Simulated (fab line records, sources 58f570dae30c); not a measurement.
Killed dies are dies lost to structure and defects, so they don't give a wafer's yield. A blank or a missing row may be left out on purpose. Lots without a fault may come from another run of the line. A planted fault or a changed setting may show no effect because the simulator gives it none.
Which tool did it? | flow berkeley_cmos170 | 7 lots, 21 wafers sampled, at 1 step of a route of 331

WHAT THE GAUGES READ, wafer by wafer
UCB170_M2_THK_MEAS_03: measures by xrf.
lot  | measured     | on            | M2_AL_THK (nm)
L555 | day 8 04:35  | film_metro-04 | 905 888 915
L558 | day 8 09:14  | film_metro-03 | 881 882 891
L564 | day 10 05:28 | film_metro-04 | 899 898 896
L568 | day 10 23:12 | film_metro-03 | 897 879 887
L571 | day 11 15:31 | film_metro-03 | 860 868 862
L573 | day 12 03:56 | film_metro-03 | 893 881 867
L575 | day 12 15:53 | film_metro-03 | 876 879 891

WHICH TOOL RAN EACH LOT (tool, then ch and the chambers of the sampled wafers, then the start)
The record holds no process step before these readings.

THE ANSWER, worked out from the rows above alone
Rule: what is usual is taken from the lots themselves. Put in order of their means at a reading, lots are off if they are a third of the lots or fewer, leave a main group of 4 or more, and stand apart from it by a gap of 3 or more times the standard deviation of the main group's means; of several such gaps the widest counts. A main group whose means are all the same, to the digits that the tables above print for the reading, isn't used. A lot without any number at a reading at which 4 lots or more have one is off too. The other lots that the step has rows for count as sound.
No lot is off at any reading shown: from this, nothing can be told.

WHAT THE SIMULATOR HAD PUT IN
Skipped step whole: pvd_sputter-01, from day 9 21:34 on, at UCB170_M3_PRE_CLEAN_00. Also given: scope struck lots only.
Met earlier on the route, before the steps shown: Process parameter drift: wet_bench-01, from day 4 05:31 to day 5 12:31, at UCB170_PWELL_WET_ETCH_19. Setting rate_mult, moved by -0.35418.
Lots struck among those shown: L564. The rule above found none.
